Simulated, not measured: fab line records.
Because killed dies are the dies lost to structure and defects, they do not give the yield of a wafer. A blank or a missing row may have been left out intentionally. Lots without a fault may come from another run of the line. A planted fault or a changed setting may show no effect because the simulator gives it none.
fab line records | flow berkeleyCmos170
[record] lots = 6 wafers = 18 lastDay = 11
route steps=331 shown SDANNEAL@205 PSD@206 NSD@207 PLDD@208 NLDD@209 SILICIDE@210 CONTACT@216
lots untouched by any fault: they come from a run of this same line in which no faults occurred
startH: hours from the record's first day to the start of the lot's first wafer shown | waitH: hours from the lot's prior step to this one | " identical to the entry in the row above | L1.1+2: a row that stands for several wafers | - no value, or no start was given | * or withheld: withheld | < > ~ a bound
route shown NAME@n: a module of which the file shows steps, and the number in the route of the first | usual: the fault-free wafers' mean and standard deviation | same: alike in all rows | chamber/n: place in a boat | sites: the reading at each site | _std_site: how widely they spread, as a standard deviation | _edge_site: outer sites' mean less inner sites' | radiusMm: for every site, how far away it sits from the centre of the wafer | mask NAME#n: copy n | behind: the last tool/chamber to shape the wafer | hold: reason for holding the lot/hours on hold/outcome of the hold | device: which transistor (n, p or np) failed to switch | end of line: the same wafers' tests at the end of the route | for a step that has no rows: nothing shown but its recipe | killed: not the wafer's yield, but the dies lost to structure and defects at the first sort | map: per-die view of a wafer (x killed, . not killed, _ where there is no die)
set.NAME: the setting as run; set.NAME@STEP: as run at that earlier step | model.NAME: the simulator's own value behind a step, which no gauge read
lots at selected steps of the route; one table per step, one row per wafer
services: a tool's chamber out of use, with start hour (startH, from the record's first day; less than 0 if before it), hours out, and reason
[[steps]]
[step UCB170_SDANNEAL_RTA_01]
[recipe] tempC = 1050 timeS = 5 ambient = N2
[step UCB170_SDANNEAL_RS_MEAS_02]
[recipe] thkMeasGauge = four-point-probe
[usual] PSD_RS = 75.5/0.39
// columns lot.wafer tool chamber startH waitH PSD_RS[ohm/sq]
L535.3 filmMetro-03 - 166.37 0.1 75.4
L535.4 " - " " 75.6
L535.6 " - " " 75.2
L534.1 filmMetro-03 - 167.64 0.0 75.7
L534.5 " - " " 75.4
L534.6 " - " " 75.4
L538.4 filmMetro-03 - 177.91 0.1 76.3
L538.5 " - " " 76.5
L538.6 " - " " 76.5
L545.1 filmMetro-03 - 212.10 0.0 75.8
L545.3 " - " " 75.9
L545.5 " - " " 75.9
L544.2 filmMetro-04 - 212.48 0.1 75.1
L544.3 " - " " 75.6
L544.4 " - " " 75.0
L550.2 filmMetro-03 - 240.80 0.1 74.9
L550.3 " - " " 74.7
L550.5 " - " " 75.0
[step UCB170_SDANNEAL_RS_MEAS_03]
[recipe] thkMeasGauge = four-point-probe
[usual] NSD_RS = 37.13/0.084
// columns lot.wafer tool chamber startH waitH NSD_RS[ohm/sq]
L535.3 filmMetro-03 - 166.49 0.1 37.15
L535.4 " - " " 37.08
L535.6 " - " " 37.10
L534.1 filmMetro-03 - 167.76 0.1 37.21
L534.5 " - " " 37.05
L534.6 " - " " 37.10
L538.4 filmMetro-03 - 178.03 0.1 37.05
L538.5 " - " " 37.12
L538.6 " - " " 37.13
L545.1 filmMetro-03 - 212.22 0.1 37.10
L545.3 " - " " 37.11
L545.5 " - " " 37.06
L544.2 filmMetro-04 - 212.60 0.1 37.30
L544.3 " - " " 37.33
L544.4 " - " " 37.36
L550.2 filmMetro-03 - 240.92 0.1 36.94
L550.3 " - " " 36.93
L550.5 " - " " 36.98
[step UCB170_SDANNEAL_RS_MEAS_04]
[recipe] thkMeasGauge = four-point-probe
[usual] PLDD_RS = 1030.3/2.7
// columns lot.wafer tool chamber startH waitH PLDD_RS[ohm/sq]
L535.3 filmMetro-03 - 166.61 0.1 1031.4
L535.4 " - " " 1028.6
L535.6 " - " " 1029.6
L534.1 filmMetro-03 - 167.88 0.1 1034.9
L534.5 " - " " 1030.3
L534.6 " - " " 1033.0
L538.4 filmMetro-03 - 178.15 0.1 1024.4
L538.5 " - " " 1031.7
L538.6 " - " " 1029.5
L545.1 filmMetro-03 - 212.34 0.1 1025.5
L545.3 " - " " 1023.3
L545.5 " - " " 1027.9
L544.2 filmMetro-04 - 212.72 0.1 1028.3
L544.3 " - " " 1031.9
L544.4 " - " " 1027.9
L550.2 filmMetro-03 - 241.04 0.1 1030.5
L550.3 " - " " 1034.4
L550.5 " - " " 1030.0
[step UCB170_SDANNEAL_RS_MEAS_05]
[recipe] thkMeasGauge = four-point-probe
[usual] NLDD_RS = 615.7/1.3
// columns lot.wafer tool chamber startH waitH NLDD_RS[ohm/sq]
L535.3 filmMetro-03 - 166.73 0.1 615.9
L535.4 " - " " 615.7
L535.6 " - " " 616.0
L534.1 filmMetro-03 - 168.00 0.1 616.8
L534.5 " - " " 615.9
L534.6 " - " " 617.3
L538.4 filmMetro-03 - 178.27 0.1 614.4
L538.5 " - " " 613.7
L538.6 " - " " 612.3
L545.1 filmMetro-03 - 212.46 0.1 616.7
L545.3 " - " " 615.6
L545.5 " - " " 617.6
L544.2 filmMetro-04 - 212.84 0.1 616.1
L544.3 " - " " 616.4
L544.4 " - " " 617.0
L550.2 filmMetro-03 - 241.16 0.1 617.5
L550.3 " - " " 616.1
L550.5 " - " " 616.3
[step UCB170_SILICIDE_PRE_CLEAN_00]
[recipe] gas = Ar precleanEtchTimeS = 60
[step UCB170_SILICIDE_SPUTTER_01]
[recipe] material = Ti targetThkNm = 30 timeS = 25 powerW = 1500 chamberPressurePa = 0.5
[usual] throttleValvePct = 30.1/0.87
// columns lot.wafer tool chamber startH waitH throttleValvePct
L535.3 pvdSputter-01 - 166.87 0.0 29.8
L535.4 " - " " 30.0
L535.6 " - " " 29.6
L534.1 pvdSputter-01 - 168.18 0.0 31.0
L534.5 " - " " 30.2
L534.6 " - " " 30.8
L538.4 pvdSputter-01 - 178.40 0.0 30.3
L538.5 " - " " 30.9
L538.6 " - " " 30.4
L545.1 pvdSputter-04 - 212.65 0.0 29.5
L545.3 " - " " 28.8
L545.5 " - " " 29.0
L544.2 pvdSputter-01 - 213.01 0.0 30.6
L544.3 " - " " 29.6
L544.4 " - " " 30.9
L550.2 pvdSputter-03 - 241.33 0.0 30.9
L550.3 " - " " 31.3
L550.5 " - " " 30.8
[step UCB170_SILICIDE_RS_MEAS_02]
[recipe] thkMeasGauge = four-point-probe reads = Ti_of_SILICIDE_SPUTTER_01
[usual] SILICIDE_TI_RS = 26.2/0.36
// columns lot.wafer tool chamber startH waitH SILICIDE_TI_RS[ohm/sq]
L535.3 filmMetro-02 - 166.94 0.1 25.7
L535.4 " - " " 26.1
L535.6 " - " " 25.7
L534.1 filmMetro-02 - 168.21 0.0 26.7
L534.5 " - " " 26.1
L534.6 " - " " 26.8
L538.4 filmMetro-04 - 178.49 0.1 26.1
L538.5 " - " " 26.8
L538.6 " - " " 26.0
L545.1 filmMetro-02 - 212.68 0.0 26.5
L545.3 " - " " 25.6
L545.5 " - " " 26.2
L544.2 filmMetro-03 - 213.06 0.0 25.6
L544.3 " - " " 25.7
L544.4 " - " " 26.4
L550.2 filmMetro-03 - 241.38 0.0 26.1
L550.3 " - " " 25.7
L550.5 " - " " 26.2
[step UCB170_SILICIDE_THK_MEAS_03]
[recipe] thkMeasGauge = xrf reads = Ti_of_SILICIDE_SPUTTER_01
[usual] SILICIDE_TI_THK = 29.9/0.35
// columns lot.wafer tool chamber startH waitH SILICIDE_TI_THK[nm]
L535.3 filmMetro-02 - 167.04 0.1 30.4
L535.4 " - " " 30.1
L535.6 " - " " 30.3
L534.1 filmMetro-02 - 168.33 0.1 29.3
L534.5 " - " " 29.9
L534.6 " - " " 29.3
L538.4 filmMetro-04 - 178.58 0.1 30.2
L538.5 " - " " 29.6
L538.6 " - " " 30.1
L545.1 filmMetro-02 - 212.80 0.1 29.6
L545.3 " - " " 30.5
L545.5 " - " " 29.8
L544.2 filmMetro-03 - 213.17 0.1 30.5
L544.3 " - " " 30.4
L544.4 " - " " 29.6
L550.2 filmMetro-03 - 241.49 0.1 29.8
L550.3 " - " " 30.3
L550.5 " - " " 29.8
[step UCB170_SILICIDE_RTA_04]
[recipe] tempC = 650 timeS = 15 ambient = N2
[usual] lampPowerPct = 11.3/0.65 wafer_temp_C_max = 652.9/0.61
// columns lot.wafer tool chamber startH waitH lampPowerPct wafer_temp_C_max
L535.3 rtpAnneal-01 0 167.11 0.1 10.6 652.7
L535.4 " 0 " " 10.6 652.9
L535.6 " 0 " " 10.6 653.0
L534.1 rtpAnneal-01 0 168.39 0.1 10.6 652.5
L534.5 " 0 " " 10.6 652.7
L534.6 " 0 " " 10.6 652.8
L538.4 rtpAnneal-01 0 178.82 0.2 10.6 652.3
L538.5 " 0 " " 10.6 652.7
L538.6 " 0 " " 10.6 653.0
L545.1 rtpAnneal-02 0 212.86 0.1 11.9 653.9
L545.3 " 0 " " 11.9 653.4
L545.5 " 0 " " 11.9 652.5
L544.2 rtpAnneal-01 0 213.23 0.1 10.6 652.2
L544.3 " 0 " " 10.6 652.3
L544.4 " 0 " " 10.6 653.3
L550.2 rtpAnneal-01 0 241.55 0.1 10.6 652.2
L550.3 " 0 " " 10.6 654.1
L550.5 " 0 " " 10.6 652.9
[step UCB170_SILICIDE_WET_ETCH_05]
[recipe] chemistry = SPM timeS = 45 tempC = 120 target = Ti
[step UCB170_CONTACT_CLEAN_00]
[recipe] chemistry = SPM tempC = 120 timeS = 600
[step UCB170_CONTACT_CVD_01]
[recipe] material = PSG targetThkNm = 700 tempC = 450 precursor = SiH4/O2/PH3 timeS = 2820 pressureMtorr = 300 sih4FlowSccm = 60 o2FlowSccm = 90 ph3FlowSccm = 25
[usual] susceptorTempC = 449.99/0.24
// columns lot.wafer tool chamber startH waitH susceptorTempC
L535.3 lpcvd-01 0 167.51 0.2 450.34
L535.4 " 0 " " 450.04
L535.6 " 0 " " 449.79
L535.3 lpcvd-02 0 169.93 0.6 449.85
L535.4 " 0 " " 449.88
L535.6 " 0 " " 449.81
L534.1 lpcvd-01 1 169.29 0.6 449.97
L534.5 " 1 " " 450.34
L534.6 " 1 " " 449.85
L538.4 lpcvd-01 1 179.28 0.0 450.22
L538.5 " 1 " " 450.10
L538.6 " 1 " " 450.04
L538.4 lpcvd-02 1 183.12 1.2 449.90
L538.5 " 1 " " 450.05
L538.6 " 1 " " 450.17
L545.1 lpcvd-02 1 213.28 0.1 450.18
L545.3 " 1 " " 449.94
L545.5 " 1 " " 449.72
L544.2 lpcvd-01 0 216.01 2.5 449.88
L544.3 " 0 " " 449.91
L544.4 " 0 " " 449.81
L550.2 lpcvd-02 0 242.75 0.9 450.16
L550.3 " 0 " " 450.42
L550.5 " 0 " " 450.30
[step UCB170_CONTACT_THK_MEAS_02]
[recipe] reads = PSG_of_CONTACT_CVD_01
[usual] CONTACT_PSG_THK = 704/6.7
// columns lot.wafer tool chamber startH waitH CONTACT_PSG_THK[nm]
L534.1 filmMetro-03 - 171.08 0.0 703
L534.5 " - " " 706
L534.6 " - " " 707
L535.3 filmMetro-01 - 171.73 0.0 1416
L535.4 " - " " 1415
L535.6 " - " " 1415
L538.4 filmMetro-02 - 185.82 0.0 1410
L538.5 " - " " 1415
L538.6 " - " " 1411
L545.1 filmMetro-01 - 215.95 0.0 706
L545.3 " - " " 704
L545.5 " - " " 702
L544.2 filmMetro-03 - 217.80 0.0 703
L544.3 " - " " 702
L544.4 " - " " 706
L550.2 filmMetro-02 - 245.43 0.0 698
L550.3 " - " " 697
L550.5 " - " " 693
[step UCB170_CONTACT_HMDS_03]
[recipe] primeTimeS = 60 primeTempC = 100
[step UCB170_CONTACT_COAT_04]
[recipe] resist = KrF spinRpm = 1500 resistThkNm = 900
[step UCB170_CONTACT_SOFTBAKE_05]
[recipe] resist = KrF tempC = 130 timeS = 60
[step UCB170_CONTACT_STRIP_06]
[recipe] chemistry = O2 powerW = 400 pressureMtorr = 3500 platenTempC = withheld o2FlowSccm = 400 overashFraction = 0.5
[usual] drypumpMotorCurrentA = 5.7/0.34 oesProductAu = 0.734/0.0048 stripTimeToEndpointS = 21.99/0.072
// columns lot.wafer tool chamber startH waitH drypumpMotorCurrentA oesProductAu rfHoursCounterH stripTimeToEndpointS
L534.1 plasmaAsher-01 1 171.59 0.1 6.0 0.734 36 21.99
L534.5 " 1 " " 6.0 0.731 - 22.00
L534.6 " 0 " " 5.5 0.740 - 21.85
L535.3 plasmaAsher-03 0 172.34 0.1 5.1 0.727 - 21.92
L535.4 " 1 " " 5.9 0.733 - 21.98
L535.6 " 0 " " 5.1 0.727 - 21.97
L538.4 plasmaAsher-03 0 186.44 0.1 5.1 0.728 - 21.86
L538.5 " 1 " " 5.9 0.726 - 21.93
L538.6 " 0 " " 5.0 0.736 - 21.94
L545.1 plasmaAsher-03 1 216.46 0.1 5.9 0.740 55 22.00
L545.3 " 1 " " 5.9 0.731 - 22.03
L545.5 " 0 " " 5.1 0.745 - 22.00
L544.2 plasmaAsher-02 1 218.30 0.1 6.0 0.737 54 21.81
L544.3 " 1 " " 6.0 0.716 - 21.79
L544.4 " 0 " " 5.7 0.737 - 21.80
L550.2 plasmaAsher-03 0 245.93 0.1 5.1 0.743 59 21.91
L550.3 " 1 " " 5.9 0.731 - 21.96
L550.5 " 0 " " 5.1 0.739 - 21.97
[step UCB170_CONTACT_CLEAN_07]
[recipe] chemistry = SPM tempC = 120 timeS = 600
[step UCB170_CONTACT_RTA_08]
[recipe] tempC = 900 timeS = 10 ambient = N2
[usual] lampPowerPct = 26.4/1.5 wafer_temp_C_max = 904.1/0.75
// columns lot.wafer tool chamber startH waitH lampPowerPct wafer_temp_C_max
L535.3 rtpAnneal-02 0 173.52 0.0 27.9 904.0
L535.4 " 0 " " 27.9 904.4
L535.6 " 0 " " 27.8 903.3
L534.1 rtpAnneal-01 0 173.65 0.1 24.8 903.6
L534.5 " 0 " " 24.8 903.7
L534.6 " 0 " " 24.8 903.8
L538.4 rtpAnneal-01 0 186.74 0.0 24.8 904.8
L538.5 " 0 " " 24.7 903.8
L538.6 " 0 " " 24.8 903.6
L545.1 rtpAnneal-01 0 216.75 0.0 24.8 902.8
L545.3 " 0 " " 24.8 903.1
L545.5 " 0 " " 24.8 903.4
L544.2 rtpAnneal-02 0 219.00 0.0 27.9 905.4
L544.3 " 0 " " 27.9 904.0
L544.4 " 0 " " 27.8 904.8
L550.2 rtpAnneal-02 0 246.22 0.0 27.8 904.9
L550.3 " 0 " " 27.8 903.5
L550.5 " 0 " " 27.8 903.0
[step UCB170_CONTACT_COAT_09]
[recipe] resist = BARC tempC = withheld timeS = withheld spinRpm = 3000 resistThkNm = withheld
[step UCB170_CONTACT_COAT_10]
[recipe] resist = KrF spinRpm = 1500 resistThkNm = 900
[step UCB170_CONTACT_SOFTBAKE_11]
[recipe] resist = KrF tempC = 130 timeS = 60
[step UCB170_CONTACT_EXPOSE_12]
[recipe] maskId = CONT targetCdNm = 700 na = 0.5 sigmaOuter = 0.6 sourceShape = conventional doseMj = 35.23
[step UCB170_CONTACT_PEB_13]
[recipe] pebTempC = 130 pebTimeS = withheld resist = KrF
[step UCB170_CONTACT_DEVELOP_14]
[recipe] developer = TMAH developTimeS = 45 resist = KrF devTempC = 21
[step UCB170_CONTACT_CD_MEAS_15]
[recipe] targetCdNm = 700
[usual] cdNm = 700.1/1.4
// columns lot.wafer tool chamber startH waitH cdNm
L535.3 cdSem-01 - 174.78 - 698.9
L535.4 " - " " 700.1
L535.6 " - " " 700.2
L534.1 cdSem-02 - 176.27 - 702.8
L534.5 " - " " 702.4
L534.6 " - " " 702.6
L538.4 cdSem-01 - 187.94 - 698.6
L538.5 " - " " 700.2
L538.6 " - " " 698.4
L545.1 cdSem-01 - 217.75 - 700.4
L545.3 " - " " 699.8
L545.5 " - " " 700.4
L544.2 cdSem-01 - 220.23 - 703.7
L544.3 " - " " 701.9
L544.4 " - " " 701.4
L550.2 cdSem-01 - 247.26 - 700.0
L550.3 " - " " 700.0
L550.5 " - " " 701.6
[step UCB170_CONTACT_OVL_MEAS_16]
[usual] CONTACT_OVL = 1/5.5
// columns lot.wafer tool chamber startH waitH CONTACT_OVL[nm]
L535.3 overlay-02 - 174.88 0.1 5
L535.4 " - " " -6
L535.6 " - " " 0
L534.1 overlay-01 - 176.39 0.1 -6
L534.5 " - " " 1
L534.6 " - " " -1
L538.4 overlay-02 - 188.02 0.1 2
L538.5 " - " " 4
L538.6 " - " " 14
L545.1 overlay-02 - 217.87 0.1 6
L545.3 " - " " 11
L545.5 " - " " 4
L544.2 overlay-01 - 220.34 0.1 2
L544.3 " - " " 5
L544.4 " - " " 1
L550.2 overlay-01 - 247.37 0.1 -6
L550.3 " - " " -5
L550.5 " - " " -1
[step UCB170_CONTACT_ETCH_17]
[recipe] chemistry = N2/H2 targetDepthA = withheld overetchA = withheld target = BARC timeS = withheld sourceW = 500 biasW = 100 pressureMtorr = 30 n2FlowSccm = 100 h2FlowSccm = 200
[step UCB170_CONTACT_ETCH_18]
[recipe] chemistry = CHF3/CF4/Ar target = PSG stopOn = TiSi2 CHF3_flow_sccm = 45 cf4FlowSccm = 15 Ar_flow_sccm = 150 pressureMtorr = 200 rfW = 700 targetDepthA = 8400 overEtchFrac = 0.2 timeS = 195
[usual] cf4FlowSccm = 15.00/0.049 drypumpMotorCurrentA = 5.6/0.39 oesProductAu = 0.902/0.014 throttleValvePct = 6.88/0.12
// columns lot.wafer tool chamber startH waitH cf4FlowSccm drypumpMotorCurrentA oesProductAu rfHoursCounterH throttleValvePct model.CONTACT.featureDepthNm model.etch.depthNm
L535.3 rieDiel-03 3 - - 14.98 5.9 0.986 81 6.99 843.4 843.4
L535.4 " 2 " " 15.02 5.0 0.980 134 6.73 825.6 825.6
L535.6 " 0 " " 14.98 5.1 0.991 - 6.81 842.6 842.6
L534.1 rieDiel-02 0 - - 15.10 5.2 0.906 148 6.97 702.5 702.5
L534.5 " 1 " " 15.00 5.4 0.904 - 6.78 705.8 705.8
L534.6 " 2 " " 14.98 5.7 0.914 - 6.98 707.7 707.7
L538.4 rieDiel-02 1 - - 15.02 5.4 1.013 79 6.77 849.3 849.3
L538.5 " 0 " " 14.97 5.2 1.004 - 6.97 827.1 827.1
L538.6 " 3 " " 14.98 5.6 0.989 - 6.86 831.6 831.6
L545.1 rieDiel-02 1 - - 14.98 5.4 0.896 81 6.78 706.1 706.1
L545.3 " 2 " " 14.99 5.7 0.913 85 6.98 703.3 703.3
L545.5 " 2 " " 15.09 5.7 0.906 - 6.99 701.5 701.5
L544.2 rieDiel-04 3 - - 15.02 5.8 0.905 46 6.91 702.9 702.9
L544.3 " 0 " " 15.02 5.6 0.921 97 7.11 701.1 701.1
L544.4 " 2 " " 14.96 6.3 0.917 122 6.73 705.7 705.7
L550.2 rieDiel-03 3 - - 14.94 5.9 0.884 84 6.98 698 698
L550.3 " 1 " " 14.97 5.7 0.912 23 6.80 696.3 696.3
L550.5 " 2 " " 14.96 5.0 0.891 - 6.71 692.4 692.4
[step UCB170_CONTACT_STRIP_19]
[recipe] chemistry = O2 powerW = 400 pressureMtorr = 3500 platenTempC = withheld o2FlowSccm = 400 overashFraction = 0.5
[usual] drypumpMotorCurrentA = 5.7/0.32 oesProductAu = 0.726/0.0049
// columns lot.wafer tool chamber startH waitH drypumpMotorCurrentA oesProductAu rfHoursCounterH
L535.3 plasmaAsher-03 1 175.10 - 5.9 0.731 -
L535.4 " 0 " " 5.1 0.724 -
L535.6 " 0 " " 5.1 0.729 -
L534.1 plasmaAsher-02 0 176.60 - 5.7 0.728 49
L534.5 " 1 " " 6.0 0.725 -
L534.6 " 0 " " 5.7 0.722 -
L538.4 plasmaAsher-03 1 188.23 - 5.9 0.722 -
L538.5 " 1 " " 5.9 0.728 -
L538.6 " 0 " " 5.1 0.721 -
L545.1 plasmaAsher-01 1 218.07 - 6.0 0.727 41
L545.3 " 1 " " 6.0 0.727 -
L545.5 " 1 " " 6.0 0.720 -
L544.2 plasmaAsher-01 1 220.54 - 6.0 0.735 41
L544.3 " 1 " " 6.0 0.731 -
L544.4 " 0 " " 5.6 0.725 -
L550.2 plasmaAsher-03 0 247.56 - 5.1 0.732 59
L550.3 " 0 " " 5.1 0.727 -
L550.5 " 0 " " 5.1 0.730 -
[[services]]
// columns tool chamber startH hours kind
pvdSputter-04 - 150.24 0.8 repair
plasmaAsher-03 - 150.77 2.4 repair
rtpAnneal-02 - 177.51 6.3 pm
rieDiel-02 0 186.63 - clean
lpcvd-01 - 190.40 1.1 repair
rieDiel-03 - 203.80 4.0 pm
pvdSputter-03 3 204.91 - consumableReplace:kit
pvdSputter-03 3 204.91 18.0 scheduledDown
pvdSputter-03 3 204.91 18.0 ventCycle
rieDiel-04 1 221.83 18.5 repair
plasmaAsher-01 - 226.52 4.3 pm
rieDiel-04 1 240.86 7.1 repair
[[key]]
[firstSign] step = UCB170_CONTACT_CVD_01 reading = visit direction = added
[effect] step = UCB170_CONTACT_THK_MEAS_02 reading = CONTACT_PSG_THK direction = up sigmas = 99+ usual = 704 struck = 1414
[effect] step = UCB170_CONTACT_ETCH_18 reading = oesProductAu direction = up sigmas = 6.6 usual = 0.902 struck = 0.994
[modelEffect] step = UCB170_CONTACT_ETCH_18 value = CONTACT.featureDepthNm without = 710.2 struck = 836.6
metAt UCB170_CONTACT_CVD_01
struckWafers L535.3,L535.4,L535.6,L538.4,L538.5,L538.6
laterRowsLeftOut L535.3,L535.4,L535.6,L538.4,L538.5,L538.6
sortLeftOut L535.3,L535.4,L535.6,L538.4,L538.5,L538.6
testerLeftOut L535,L538
[fault] kind = repeatedStepWhole tool = lpcvd-01,lpcvd-02 chamber = - onsetH = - steps = UCB170_CONTACT_CVD_01 times = 1 scope = struckLotsOnly
// testerLeftOut: of these lots the tester's yield and bins aren't shown, on N5 and GAA mostly nor the transistor test; their killed dies are dies lost to structure and defects alone, not to doping, threshold or leakage, so they don't give the yield
// sortLeftOut: the simulated sort isn't trusted on such a fault, so these wafers' sort isn't shown, and their yield isn't known
// laterRowsLeftOut: the simulator's readings of these wafers behind a module that went badly wrong aren't trusted and aren't shown, but for the sort
